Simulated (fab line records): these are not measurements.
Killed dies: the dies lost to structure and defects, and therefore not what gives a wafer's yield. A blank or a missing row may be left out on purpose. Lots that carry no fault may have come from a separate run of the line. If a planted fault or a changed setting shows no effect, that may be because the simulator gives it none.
fab line records	flow rit_cmos
record lots=7	wafers=21	last_day=7
route steps=202 shown M1@184
lots that met no fault: from a run of the same line without faults
start_h: hours from the record's first day to the start of the lot's first wafer shown	wait_h: hours elapsed since this lot's preceding step	" repeats the value in the row above	L1.1+2: several wafers, shown together as one row	- no value, or no start given	* or withheld: withheld	< > ~ a bound
route shown NAME@n: names a module that has steps shown in the file, with the first one's number in the route	usual: mean/standard deviation taken from wafers without a fault	same: alike in all rows	chamber/n: place in a boat	sites: per-site readings	_std_site: how widely they spread, as a standard deviation	_edge_site: mean of outer sites minus mean of inner sites	radius_mm: how far each site lies from the wafer's centre	mask NAME#n: copy n	behind: the most recent tool/chamber to have shaped the wafer	hold: what put the lot on hold/how long, in hours/how the hold closed	device: transistor that didn't switch, given as n, p or np	end of line: the route-end tests of the same wafers	where a step has no rows: the recipe by itself	killed: dies that structure and defects cost at the first sort, which is not the same as the wafer's yield	map: the dies of a wafer, with x for killed, . for not killed, _ for no die there
set.NAME: the run value of the setting; set.NAME@STEP: its run value at that earlier step	model.NAME: the simulator's own value behind a step, which no gauge read
lots seen at some steps along the route; tables by step, rows by wafer
services: a tool's chamber out of use, with start hour (start_h, from the record's first day; less than 0 if before it), hours out, and reason
## steps
# step RIT_M1_SPUTTER_00
# recipe material=Al	target_thk_nm=400	power_w=2000	chamber_pressure_pa=0.4	gas=Ar	time_s=500	substrate_temp_c=25
# usual substrate_temp_c=25.01/0.11	throttle_valve_pct=30.1/0.71
lot.wafer	tool	chamber	start_h	wait_h	substrate_temp_c	throttle_valve_pct
L298.1	pvd_sputter-04	-	74.12	0.0	25.00	30.8
L298.4	"	-	"	"	25.16	29.3
L298.5	"	-	"	"	25.10	29.8
L300.1	pvd_sputter-04	-	82.55	0.0	25.01	30.1
L300.4	"	-	"	"	24.91	30.6
L300.6	"	-	"	"	24.92	29.4
L307.2	pvd_sputter-02	-	118.65	0.0	25.07	30.1
L307.3	"	-	"	"	25.14	29.5
L307.5	"	-	"	"	25.05	31.1
L310.1	pvd_sputter-03	-	132.86	0.0	25.03	30.4
L310.2	"	-	"	"	25.23	30.1
L310.3	"	-	"	"	24.92	28.7
L312.1	pvd_sputter-02	-	149.09	0.0	25.25	29.5
L312.3	"	-	"	"	25.04	31.1
L312.5	"	-	"	"	24.97	31.4
L316.3	pvd_sputter-02	-	162.63	0.0	25.18	30.6
L316.5	"	-	"	"	25.28	30.8
L316.6	"	-	"	"	24.98	29.3
L317.1	pvd_sputter-04	-	168.46	0.0	25.30	30.0
L317.2	"	-	"	"	25.13	31.1
L317.3	"	-	"	"	24.96	30.0
# step RIT_M1_RS_MEAS_01
# recipe thk_meas_gauge=four-point-probe	reads=Al_of_M1_SPUTTER_00
# usual M1_AL_RS=0.0736/0.00073
lot.wafer	tool	chamber	start_h	wait_h	M1_AL_RS[ohm/sq]
L298.1	film_metro-02	-	74.41	0.1	0.0731
L298.4	"	-	"	"	0.0733
L298.5	"	-	"	"	0.0732
L300.1	film_metro-04	-	82.84	0.1	0.0731
L300.4	"	-	"	"	0.0723
L300.6	"	-	"	"	0.0726
L307.2	film_metro-03	-	118.97	0.2	0.0756
L307.3	"	-	"	"	0.0748
L307.5	"	-	"	"	0.0742
L310.1	film_metro-02	-	133.16	0.1	0.0740
L310.2	"	-	"	"	0.0735
L310.3	"	-	"	"	0.0738
L312.1	film_metro-02	-	149.38	0.1	0.0742
L312.3	"	-	"	"	0.0746
L312.5	"	-	"	"	0.0742
L316.3	film_metro-04	-	162.97	0.2	0.0745
L316.5	"	-	"	"	0.0745
L316.6	"	-	"	"	0.0739
L317.1	film_metro-03	-	168.76	0.1	0.0736
L317.2	"	-	"	"	0.0731
L317.3	"	-	"	"	0.0729
# step RIT_M1_THK_MEAS_02
# recipe thk_meas_gauge=xrf	reads=Al_of_M1_SPUTTER_00
# usual M1_AL_THK=395/4
lot.wafer	tool	chamber	start_h	wait_h	M1_AL_THK[nm]
L298.1	film_metro-02	-	74.53	0.1	397
L298.4	"	-	"	"	397
L298.5	"	-	"	"	398
L300.1	film_metro-04	-	82.96	0.1	397
L300.4	"	-	"	"	402
L300.6	"	-	"	"	400
L307.2	film_metro-03	-	119.08	0.1	383
L307.3	"	-	"	"	387
L307.5	"	-	"	"	391
L310.1	film_metro-02	-	133.28	0.1	393
L310.2	"	-	"	"	398
L310.3	"	-	"	"	395
L312.1	film_metro-02	-	149.50	0.1	393
L312.3	"	-	"	"	392
L312.5	"	-	"	"	392
L316.3	film_metro-04	-	163.07	0.1	393
L316.5	"	-	"	"	392
L316.6	"	-	"	"	394
L317.1	film_metro-03	-	168.88	0.1	393
L317.2	"	-	"	"	396
L317.3	"	-	"	"	395
# step RIT_M1_HMDS_03
# recipe prime_time_s=60	prime_temp_c=140
# step RIT_M1_COAT_04
# recipe resist=NOVOLAK	spin_rpm=2000	resist_thk_nm=1300
# step RIT_M1_SOFTBAKE_05
# recipe resist=NOVOLAK	temp_c=90	time_s=60
# step RIT_M1_EXPOSE_06
# recipe mask_id=M12	na=0.6	source_shape=conventional	sigma_outer=0.5	target_cd_nm=2600	dose_mj=245.2
# step RIT_M1_PEB_07
# recipe resist=NOVOLAK	temp_c=withheld	time_s=withheld
# step RIT_M1_DEVELOP_08
# recipe resist=NOVOLAK	develop_time_s=68	dev_temp_c=23
# step RIT_M1_CD_MEAS_09
# recipe target_cd_nm=2600
# usual cd_nm=2601.1/2.1
lot.wafer	tool	chamber	start_h	wait_h	cd_nm
L298.1	cd_sem-02	-	75.67	-	2600.5
L298.4	"	-	"	"	2601.6
L298.5	"	-	"	"	2601.1
L300.1	cd_sem-02	-	84.25	-	2599.1
L300.4	"	-	"	"	2597.3
L300.6	"	-	"	"	2601.0
L307.2	cd_sem-01	-	120.03	-	2600.0
L307.3	"	-	"	"	2599.6
L307.5	"	-	"	"	2599.7
L310.1	cd_sem-01	-	134.34	-	2600.4
L310.2	"	-	"	"	2602.1
L310.3	"	-	"	"	2601.2
L312.1	cd_sem-02	-	150.66	-	2600.4
L312.3	"	-	"	"	2601.1
L312.5	"	-	"	"	2600.1
L316.3	cd_sem-02	-	164.03	-	2603.7
L316.5	"	-	"	"	2602.7
L316.6	"	-	"	"	2603.0
L317.1	cd_sem-02	-	169.82	-	2602.4
L317.2	"	-	"	"	2602.5
L317.3	"	-	"	"	2601.7
# step RIT_M1_OVL_MEAS_10
# usual M1_OVL=0.2/1.4
lot.wafer	tool	chamber	start_h	wait_h	M1_OVL[nm]
L298.1	overlay-02	-	75.79	0.1	-1.2
L298.4	"	-	"	"	-0.3
L298.5	"	-	"	"	-1.3
L300.1	overlay-02	-	84.37	0.1	-1.1
L300.4	"	-	"	"	-3.3
L300.6	"	-	"	"	-2.6
L307.2	overlay-01	-	120.13	0.1	0.5
L307.3	"	-	"	"	-0.1
L307.5	"	-	"	"	0.0
L310.1	overlay-02	-	134.46	0.1	-0.1
L310.2	"	-	"	"	-3.1
L310.3	"	-	"	"	-1.8
L312.1	overlay-01	-	150.78	0.1	1.1
L312.3	"	-	"	"	0.4
L312.5	"	-	"	"	2.1
L316.3	overlay-02	-	164.12	0.1	-1.4
L316.5	"	-	"	"	0.0
L316.6	"	-	"	"	-0.4
L317.1	overlay-01	-	169.94	0.1	2.3
L317.2	"	-	"	"	3.5
L317.3	"	-	"	"	1.2
# step RIT_M1_HARDBAKE_11
# recipe resist=NOVOLAK	temp_c=140	time_s=120
# step RIT_M1_METAL_ETCH_12
# recipe stop_on=SiO2	chemistry=Cl2/BCl3	target=Al	time_s=165	over_etch_frac=0.5	pressure_mtorr=100	target_depth_a=6000	rf_w=250	Cl2_flow_sccm=60	bcl3_flow_sccm=50
# usual drypump_motor_current_A=5.7/0.35	oes_product_au=0.776/0.011	over_etch_frac=0.5/0	throttle_valve_pct=8.26/0.1
lot.wafer	tool	chamber	start_h	wait_h	drypump_motor_current_A	oes_product_au	over_etch_frac	rf_hours_counter_h	throttle_valve_pct	model.NOVOLAK_of_M1_COAT_04.thk_nm
L298.1	rie_metal-04	0	76.13	0.2	5.8	0.772	0.5	1	8.08	800.3
L298.4	"	1	"	"	5.2	0.776	0.5	-	8.39	810
L298.5	"	0	"	"	5.8	0.761	0.5	-	8.09	803.7
L300.1	rie_metal-02	0	84.66	0.2	6.1	0.789	0.5	38	8.23	815.5
L300.4	"	1	"	"	5.4	0.772	0.5	-	8.18	808.5
L300.6	"	0	"	"	6.1	0.788	0.5	-	8.23	812.6
L307.2	rie_metal-04	0	120.41	0.2	5.8	0.781	0.40941	1	8.09	830.9
L307.3	"	0	"	"	5.7	0.784	0.40941	-	8.08	825.5
L307.5	"	1	"	"	5.2	0.772	0.5	-	8.37	815.8
L310.1	rie_metal-04	0	134.76	0.2	5.8	0.787	0.40941	1	8.08	822.9
L310.2	"	1	"	"	5.2	0.787	0.5	1	8.39	816.7
L310.3	"	0	"	"	5.8	0.791	0.40941	-	8.09	823.7
L312.1	rie_metal-04	0	151.14	0.2	5.8	0.788	0.40941	2	8.09	827.6
L312.3	"	0	"	"	5.8	0.792	0.40941	-	8.09	836.4
L312.5	"	0	"	"	5.8	0.787	0.40941	-	8.10	831.4
L316.3	rie_metal-01	1	164.45	0.2	6.0	0.783	0.5	-	8.36	811.5
L316.5	"	0	"	"	6.0	0.770	0.5	-	8.29	815.8
L316.6	"	1	"	"	6.0	0.786	0.5	-	8.36	815.8
L317.1	rie_metal-02	1	170.22	0.2	5.4	0.773	0.5	0	8.18	805.2
L317.2	"	0	"	"	6.1	0.781	0.5	0	8.25	816
L317.3	"	1	"	"	5.4	0.783	0.5	-	8.17	809
# step RIT_M1_STRIP_13
# recipe chemistry=nmp	resist=NOVOLAK	temp_c=80	time_s=600	dry=n2_spin
# step RIT_M1_PROBE_99
# usual defect_limited_yield=97.3/1.1	killed_at_contacts=0.1/0.25	killed_at_front_end=7.1/2.9	killed_dies=7.2/2.9	killed_open=3.6/1.9	killed_short=3.5/1.9	sort_bin_3_pad_short=0.1/0.22	sort_bin_5_function=1.5/0.77	sort_bin_6_memory=1.1/0.67	sort_n_pass=256.8/2.9	sort_yield_pct=97.3/1.1
# same gross_dies=264	killed_at_M0_to_M3=0	killed_at_M4_up=0	killed_at_back_side=0	killed_at_other=0
lot.wafer	tool	chamber	start_h	wait_h	defect_limited_yield[%]	killed_at_contacts	killed_at_front_end	killed_dies	killed_open	killed_short	sort_bin_3_pad_short[%]	sort_bin_5_function[%]	sort_bin_6_memory[%]	sort_n_pass	sort_yield_pct[%]
L307.2	prober-02	-	125.67	0.1	95.1	0	13	13	8	5	0	2.7	2.3	251.0	95.1
L307.3	prober-02	-	125.72	0.2	97.7	0	6	6	4	2	0	1.5	0.8	258.0	97.7
L307.5	prober-02	-	125.82	0.2	96.2	0	10	10	6	4	0	2.3	1.5	254.0	96.2
L310.1	prober-01	-	138.00	0.1	96.6	0	9	9	2	7	0.4	1.9	1.1	255.0	96.6
L310.2	prober-01	-	138.05	0.1	98.5	0	4	4	3	1	0	0.8	0.8	260.0	98.5
L310.3	prober-01	-	138.10	0.2	99.2	0	2	2	1	1	0	0.4	0.4	262.0	99.2
L312.1	prober-01	-	153.67	0.1	96.6	1	8	9	4	5	0	2.3	1.1	255.0	96.6
L312.3	prober-01	-	153.77	0.2	96.2	0	10	10	5	5	0	2.3	1.5	254.0	96.2
L312.5	prober-01	-	153.87	0.2	95.5	0	12	12	4	8	0.4	3.4	0.8	252.0	95.5
L316.3	prober-02	-	168.08	0.2	97.3	0	7	7	3	4	0	1.5	1.1	257.0	97.3
L316.5	prober-02	-	168.18	0.2	98.5	0	4	4	3	1	0	1.1	0.4	260.0	98.5
L316.6	prober-02	-	168.23	0.2	97.7	0	6	6	1	5	0	1.9	0.4	258.0	97.7
L317.1	prober-01	-	172.48	0.1	97.0	0	8	8	2	6	0	1.5	1.5	256.0	97.0
L317.2	prober-01	-	172.53	0.1	96.2	0	10	10	2	8	0.4	1.5	1.9	254.0	96.2
L317.3	prober-01	-	172.58	0.2	96.6	0	9	9	5	4	0	2.3	1.1	255.0	96.6
# killed by level:class
L307.2 FOX1:geometric_particle:short=2 GATE:geometric_particle:open=2 REOX:geometric_particle:open=2 SPACER:geometric_particle:short=2 SILICIDE:geometric_particle:open=2 FOX1:geometric_particle:open=1 FOX2:geometric_particle:open=1 REOX:geometric_particle:short=1
L307.3 GATE:geometric_particle:open=3 SILICIDE:geometric_particle:short=2 FOX2:geometric_particle:open=1
L307.5 GATE:geometric_particle:short=3 FOX2:geometric_particle:open=2 GATE:geometric_particle:open=2 FOX1:geometric_particle:open=1 FOX1:geometric_particle:short=1 REOX:geometric_particle:open=1
L310.1 SPACER:geometric_particle:short=3 FOX1:geometric_particle:open=2 FOX2:geometric_particle:short=2 GATE:geometric_particle:short=2
L310.2 GATE:geometric_particle:open=2 SPACER:geometric_particle:open=1 SPACER:geometric_particle:short=1
L310.3 GATE:geometric_particle:open=1 SPACER:geometric_particle:short=1
L312.1 FOX1:geometric_particle:open=1 FOX1:geometric_particle:short=1 FOX2:geometric_particle:short=1 GATE:geometric_particle:open=1 REOX:geometric_particle:short=1 SPACER:geometric_particle:open=1 SILICIDE:geometric_particle:short=1 SILICIDE:geometric_particle:open=1
L312.3 GATE:geometric_particle:short=4 FOX1:geometric_particle:open=2 GATE:geometric_particle:open=2 SPACER:geometric_particle:open=1 SPACER:geometric_particle:short=1
L312.5 SPACER:geometric_particle:short=4 GATE:geometric_particle:short=3 GATE:geometric_particle:open=2 FOX1:geometric_particle:short=1 FOX2:geometric_particle:open=1 SILICIDE:geometric_particle:open=1
L316.3 GATE:geometric_particle:open=3 GATE:geometric_particle:short=2 FOX2:geometric_particle:short=1 SPACER:geometric_particle:short=1
L316.5 GATE:geometric_particle:open=3 FOX1:geometric_particle:short=1
L316.6 GATE:geometric_particle:short=4 FOX2:geometric_particle:short=1 GATE:geometric_particle:open=1
L317.1 REOX:geometric_particle:short=3 SILICIDE:geometric_particle:short=2 GATE:geometric_particle:open=1 GATE:geometric_particle:short=1 REOX:geometric_particle:open=1
L317.2 REOX:geometric_particle:short=3 FOX2:geometric_particle:short=2 GATE:geometric_particle:short=2 GATE:geometric_particle:open=2 FOX1:geometric_particle:short=1
L317.3 FOX2:geometric_particle:short=2 REOX:geometric_particle:open=2 FOX1:geometric_particle:open=1 FOX2:geometric_particle:open=1 GATE:geometric_particle:short=1 GATE:geometric_particle:open=1 REOX:geometric_particle:short=1
## services
tool	chamber	start_h	hours	kind
pvd_sputter-04	-	70.36	1.3	repair
rie_metal-02	-	136.12	20.0	pm
rie_metal-02	0	136.12	20.0	vent_cycle
rie_metal-02	1	136.12	20.0	vent_cycle
rie_metal-02	0	156.12	-	clean
rie_metal-02	1	156.12	-	clean
## key
first_sign step=RIT_M1_METAL_ETCH_12	reading=over_etch_frac	direction=down	sigmas=99+	usual=0.5	struck=0.40941
effect none on later readings
model_effect step=RIT_M1_METAL_ETCH_12	value=NOVOLAK_of_M1_COAT_04.thk_nm	without=808.3	struck=828.3
met_at RIT_M1_METAL_ETCH_12
struck_wafers L307.2,L307.3,L310.1,L310.3,L312.1,L312.3,L312.5
onset_between 76.13 120.41
fault kind=process_parameter_drift	tool=rie_metal-04	chamber=0	onset_h=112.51	steps=RIT_M1_METAL_ETCH_12	channel=over_etch_frac	offset=-0.090587	shape=step	end_h=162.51	stated=0.5
